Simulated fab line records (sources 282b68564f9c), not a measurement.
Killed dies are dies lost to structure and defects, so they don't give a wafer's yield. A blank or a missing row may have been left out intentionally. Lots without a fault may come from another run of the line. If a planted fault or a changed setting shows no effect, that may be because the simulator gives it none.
What tool caused it? | flow ritCmos | 45 wafers sampled from 15 lots at 1 step of a route of 202

## WHAT THE GAUGES SHOWED, per wafer
No reading from a measuring or inspecting step in the record can be judged against a usual standard deviation.

## WHAT TOOL EACH LOT RAN ON (gives the tool, then ch and the chambers of the sampled wafers, and finally the start)
lot  | RIT_CONTACT_EXPOSE_05
L294 | ilineStepper-02 ch 0, day 3 23:13
L295 | ilineStepper-01 ch 0, day 4 00:18
L296 | ilineStepper-02 ch 0, day 4 03:18
L297 | ilineStepper-02 ch 0, day 4 09:55
L298 | ilineStepper-01 ch 0, day 4 17:47
L302 | ilineStepper-02 ch 0, day 5 09:39
L303 | ilineStepper-02 ch 0, day 5 15:58
L306 | ilineStepper-01 ch 0, day 6 06:43
L309 | ilineStepper-02, day 6 17:42
L310 | ilineStepper-02, day 7 03:00
L311 | ilineStepper-01, day 7 08:06
L312 | ilineStepper-02 ch 0, day 7 10:51
L313 | ilineStepper-02 ch 0, day 7 16:05
L314 | ilineStepper-02 ch 0, day 7 22:53
L315 | ilineStepper-01 ch 0, day 8 05:17
- RIT_CONTACT_EXPOSE_05: exposes mask M11, target cd 1000 nm.

## WHAT THE TOOLS THEMSELVES READ (means of the sampled wafers that have a number; where no wafer has one, the mark that the record gives instead)
RIT_CONTACT_EXPOSE_05.
lot  | tool            | exposureDoseMJCm2 | focusOffsetNm (nm)
L294 | ilineStepper-02 | 248.96            | -0.1
L295 | ilineStepper-01 | 249.54            | 0.4
L296 | ilineStepper-02 | 248.77            | 0.1
L297 | ilineStepper-02 | 248.92            | 0.0
L298 | ilineStepper-01 | 248.95            | 0.6
L302 | ilineStepper-02 | 248.96            | -0.8
L303 | ilineStepper-02 | 249.05            | -0.7
L306 | ilineStepper-01 | 248.71            | 0.4
L309 | ilineStepper-02 | -                 | -
L310 | ilineStepper-02 | -                 | -
L311 | ilineStepper-01 | -                 | -
L312 | ilineStepper-02 | 248.85            | 0.4
L313 | ilineStepper-02 | 249.14            | -0.0
L314 | ilineStepper-02 | 249.17            | -0.2
L315 | ilineStepper-01 | 249.06            | 0.1

## THE ANSWER, worked out from the rows above alone
Rule: usual is defined by the lots themselves. Put in order of their means at a reading, lots are off if they are a third of the lots or fewer, leave a main group of 4 or more, and stand apart from it by a gap of 3 or more times the standard deviation of the main group's means; of several such gaps the widest counts. If all means in a main group match to the digits the tables above print for the reading, that group is not used. A lot without any number at a reading at which 4 lots or more have one is off too. Where the step has rows for the other lots, those lots are counted as sound. The gauges are gone through in route order, then the tools' own readings, and for those a lot's mean is taken as printed above. The first step at which some lot is off is used, and at that step the reading that is off furthest; a lot without a number counts as furthest.
Off at RIT_CONTACT_EXPOSE_05 (exposureDoseMJCm2): L309, L310, L311. Without a number there: L309, L310, L311. Mean 249.01 and standard deviation 0.21 in the main group.
If a tool, at that step or one of the process steps before it, ran each lot that is off and ran no sound lot following the first of them, it fits. Not one of the candidates tried fits.

## WHAT HAD BEEN PUT IN BY THE SIMULATOR
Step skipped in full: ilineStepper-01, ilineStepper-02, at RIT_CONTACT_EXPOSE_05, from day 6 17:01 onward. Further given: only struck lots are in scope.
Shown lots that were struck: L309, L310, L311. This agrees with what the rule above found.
